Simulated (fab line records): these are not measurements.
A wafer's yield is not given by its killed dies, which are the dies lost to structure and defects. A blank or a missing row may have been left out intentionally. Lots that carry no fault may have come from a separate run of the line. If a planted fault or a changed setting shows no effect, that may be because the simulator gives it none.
Shared-tool check || flow rit_cmos || Lots sampled 14, wafers sampled 42

WHY THIS WAS OPENED
2 of 14 lots carry a flag on the reading PSD_OVL at RIT_PSD_OVL_MEAS_06. Wafers without a fault read -1.3 nm, standard deviation 1.6.
Rule: a lot gets a flag if all its wafers with a number sit over 4 standard deviations from that mean, or if no wafer of it has a number. The rest of the lots are taken to be sound.

{"lot": "L487", "measured": "day 3 04:49", "on": "overlay-02", "PSD_OVL (nm), wafer by wafer": "-2.1 -2.9 -2.0", "flag": ""}
{"lot": "L488", "measured": "day 3 07:18", "on": "overlay-01", "PSD_OVL (nm), wafer by wafer": "-2.9 -3.0 -5.2", "flag": ""}
{"lot": "L490", "measured": "day 3 19:40", "on": "overlay-02", "PSD_OVL (nm), wafer by wafer": "-1.8 -2.0 0.4", "flag": ""}
{"lot": "L491", "measured": "day 3 23:24", "on": "overlay-02", "PSD_OVL (nm), wafer by wafer": "-3.1 -6.4 -2.5", "flag": ""}
{"lot": "L493", "measured": "day 4 07:48", "on": "overlay-01", "PSD_OVL (nm), wafer by wafer": "-3.5 -2.6 -2.3", "flag": ""}
{"lot": "L494", "measured": "day 4 11:50", "on": "overlay-01", "PSD_OVL (nm), wafer by wafer": "-2.5 -1.5 0.0", "flag": ""}
{"lot": "L496", "measured": "day 5 04:29", "on": "overlay-01", "PSD_OVL (nm), wafer by wafer": "-2.7 -2.1 -2.3", "flag": ""}
{"lot": "L498", "measured": "day 5 09:33", "on": "overlay-02", "PSD_OVL (nm), wafer by wafer": "1.4 1.0 -0.2", "flag": ""}
{"lot": "L499", "measured": "day 5 17:08", "on": "overlay-02", "PSD_OVL (nm), wafer by wafer": "1.5 1.3 0.4", "flag": ""}
{"lot": "L500", "measured": "day 5 21:11", "on": "overlay-01", "PSD_OVL (nm), wafer by wafer": "-1.1 -2.0 -3.1", "flag": ""}
{"lot": "L501", "measured": "day 6 03:30", "on": "overlay-02", "PSD_OVL (nm), wafer by wafer": "-2.0 -0.8 -1.6", "flag": ""}
{"lot": "L504", "measured": "day 6 15:31", "on": "overlay-01", "PSD_OVL (nm), wafer by wafer": "128.7 128.2 128.0", "flag": "FLAGGED"}
{"lot": "L506", "measured": "day 7 01:58", "on": "overlay-02", "PSD_OVL (nm), wafer by wafer": "0.4 -0.5 1.7", "flag": ""}
{"lot": "L510", "measured": "day 8 01:43", "on": "overlay-02", "PSD_OVL (nm), wafer by wafer": "127.9 126.4 129.5", "flag": "FLAGGED"}
Average over the flagged lots: 128.1 nm; offset from the usual +129.4 nm, equal to +81 standard deviations.

EACH LOT AND THE TOOL IT RAN ON
The record holds 3 process steps before the reading, out of a route of 202 steps. Read each cell as the tool, then ch plus the chambers that the sampled wafers visited, then the start.
{"lot": "L487", "flag": "", "RIT_ACTIVE_STRIP_14": "plasma_asher-04 ch 0,1, day 1 15:42", "RIT_PLDD_STRIP_09": "plasma_asher-03 ch 0,1, day 2 23:31", "RIT_PSD_EXPOSE_03": "iline_stepper-02 ch 0, day 3 04:25"}
{"lot": "L488", "flag": "", "RIT_ACTIVE_STRIP_14": "plasma_asher-04 ch 0,1, day 1 20:01", "RIT_PLDD_STRIP_09": "plasma_asher-01 ch 1, day 3 01:57", "RIT_PSD_EXPOSE_03": "iline_stepper-02 ch 0, day 3 06:54"}
{"lot": "L490", "flag": "", "RIT_ACTIVE_STRIP_14": "plasma_asher-02 ch 0,1, day 2 05:58", "RIT_PLDD_STRIP_09": "plasma_asher-03 ch 0,1, day 3 12:29", "RIT_PSD_EXPOSE_03": "iline_stepper-02 ch 0, day 3 19:16"}
{"lot": "L491", "flag": "", "RIT_ACTIVE_STRIP_14": "plasma_asher-04 ch 0,1, day 2 10:50", "RIT_PLDD_STRIP_09": "plasma_asher-03 ch 0,1, day 3 18:07", "RIT_PSD_EXPOSE_03": "iline_stepper-02 ch 0, day 3 22:56"}
{"lot": "L493", "flag": "", "RIT_ACTIVE_STRIP_14": "plasma_asher-04 ch 0,1, day 2 21:03", "RIT_PLDD_STRIP_09": "plasma_asher-01 ch 0,1, day 4 02:35", "RIT_PSD_EXPOSE_03": "iline_stepper-02 ch 0, day 4 07:24"}
{"lot": "L494", "flag": "", "RIT_ACTIVE_STRIP_14": "plasma_asher-02 ch 0,1, day 3 02:46", "RIT_PLDD_STRIP_09": "plasma_asher-01 ch 0,1, day 4 06:41", "RIT_PSD_EXPOSE_03": "iline_stepper-02 ch 0, day 4 11:26"}
{"lot": "L496", "flag": "", "RIT_ACTIVE_STRIP_14": "plasma_asher-02 ch 0,1, day 3 12:46", "RIT_PLDD_STRIP_09": "plasma_asher-04 ch 0,1, day 4 22:07", "RIT_PSD_EXPOSE_03": "iline_stepper-01 ch 0, day 5 04:05"}
{"lot": "L498", "flag": "", "RIT_ACTIVE_STRIP_14": "plasma_asher-01 ch 1, day 3 22:23", "RIT_PLDD_STRIP_09": "plasma_asher-03 ch 0,1, day 5 03:28", "RIT_PSD_EXPOSE_03": "iline_stepper-01 ch 0, day 5 09:10"}
{"lot": "L499", "flag": "", "RIT_ACTIVE_STRIP_14": "plasma_asher-04 ch 0,1, day 4 03:10", "RIT_PLDD_STRIP_09": "plasma_asher-01 ch 0,1, day 5 12:00", "RIT_PSD_EXPOSE_03": "iline_stepper-01 ch 0, day 5 16:44"}
{"lot": "L500", "flag": "", "RIT_ACTIVE_STRIP_14": "plasma_asher-04 ch 0,1, day 4 08:23", "RIT_PLDD_STRIP_09": "plasma_asher-01 ch 0,1, day 5 14:52", "RIT_PSD_EXPOSE_03": "iline_stepper-02 ch 0, day 5 20:48"}
{"lot": "L501", "flag": "", "RIT_ACTIVE_STRIP_14": "plasma_asher-02 ch 0,1, day 4 13:08", "RIT_PLDD_STRIP_09": "plasma_asher-04 ch 0,1, day 5 22:31", "RIT_PSD_EXPOSE_03": "iline_stepper-02 ch 0, day 6 03:08"}
{"lot": "L504", "flag": "FLAGGED", "RIT_ACTIVE_STRIP_14": "plasma_asher-02 ch 0,1, day 5 04:25", "RIT_PLDD_STRIP_09": "plasma_asher-03 ch 0,1, day 6 10:22", "RIT_PSD_EXPOSE_03": "iline_stepper-02 ch 0, day 6 15:07"}
{"lot": "L506", "flag": "", "RIT_ACTIVE_STRIP_14": "plasma_asher-01 ch 0,1, day 5 14:06", "RIT_PLDD_STRIP_09": "plasma_asher-01 ch 0,1, day 6 20:26", "RIT_PSD_EXPOSE_03": "iline_stepper-01 ch 0, day 7 01:37"}
{"lot": "L510", "flag": "FLAGGED", "RIT_ACTIVE_STRIP_14": "plasma_asher-01 ch 0,1, day 6 10:08", "RIT_PLDD_STRIP_09": "plasma_asher-04 ch 0, day 7 20:20", "RIT_PSD_EXPOSE_03": "iline_stepper-02 ch 0, day 8 01:18"}
What the steps here do:
- RIT_ACTIVE_STRIP_14: strips in O2, time 180 s.
- RIT_PLDD_STRIP_09: strips in O2, time 180 s.
- RIT_PSD_EXPOSE_03: exposes mask M10, target cd 40900 nm.
- RIT_PSD_OVL_MEAS_06

FLAGGED AGAINST TOTAL, ONE TOOL AT A TIME (gauges that did the reading follow at the end)
{"step": "RIT_ACTIVE_STRIP_14", "tool": "plasma_asher-01", "lots run": 3, "flagged": 1, "share of the flagged lots": "some", "sound lots run after its first flagged lot": 0}
{"step": "RIT_ACTIVE_STRIP_14", "tool": "plasma_asher-02", "lots run": 5, "flagged": 1, "share of the flagged lots": "some", "sound lots run after its first flagged lot": 0}
{"step": "RIT_ACTIVE_STRIP_14", "tool": "plasma_asher-04", "lots run": 6, "flagged": 0, "share of the flagged lots": "none", "sound lots run after its first flagged lot": "-"}
{"step": "RIT_PLDD_STRIP_09", "tool": "plasma_asher-01", "lots run": 6, "flagged": 0, "share of the flagged lots": "none", "sound lots run after its first flagged lot": "-"}
{"step": "RIT_PLDD_STRIP_09", "tool": "plasma_asher-03", "lots run": 5, "flagged": 1, "share of the flagged lots": "some", "sound lots run after its first flagged lot": 0}
{"step": "RIT_PLDD_STRIP_09", "tool": "plasma_asher-04", "lots run": 3, "flagged": 1, "share of the flagged lots": "some", "sound lots run after its first flagged lot": 0}
{"step": "RIT_PSD_EXPOSE_03", "tool": "iline_stepper-01", "lots run": 4, "flagged": 0, "share of the flagged lots": "none", "sound lots run after its first flagged lot": "-"}
{"step": "RIT_PSD_EXPOSE_03", "tool": "iline_stepper-02", "lots run": 10, "flagged": 2, "share of the flagged lots": "all", "sound lots run after its first flagged lot": 0}
{"step": "RIT_PSD_OVL_MEAS_06", "tool": "overlay-01", "lots run": 6, "flagged": 1, "share of the flagged lots": "some", "sound lots run after its first flagged lot": 0}
{"step": "RIT_PSD_OVL_MEAS_06", "tool": "overlay-02", "lots run": 8, "flagged": 1, "share of the flagged lots": "some", "sound lots run after its first flagged lot": 0}

THE TABLE: WHAT IT ALLOWS
Rows of the table that ran each flagged lot: 1, that is iline_stepper-02 at RIT_PSD_EXPOSE_03.
- iline_stepper-02 at RIT_PSD_EXPOSE_03 ran 10 lots, 2 of them flagged. A fault beginning between L501 (day 6 03:08), its last sound lot, and L504 (day 6 15:07), its first flagged one, fits the data.
What remains is a single tool, iline_stepper-02 at RIT_PSD_EXPOSE_03.

WHAT THE SIMULATOR HAD INSERTED
Scanner matching overlay: iline_stepper-02, from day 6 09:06 on, at RIT_PSD_EXPOSE_03. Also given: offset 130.
Struck lots among those shown: L504, L510. Same finding as the rule above.
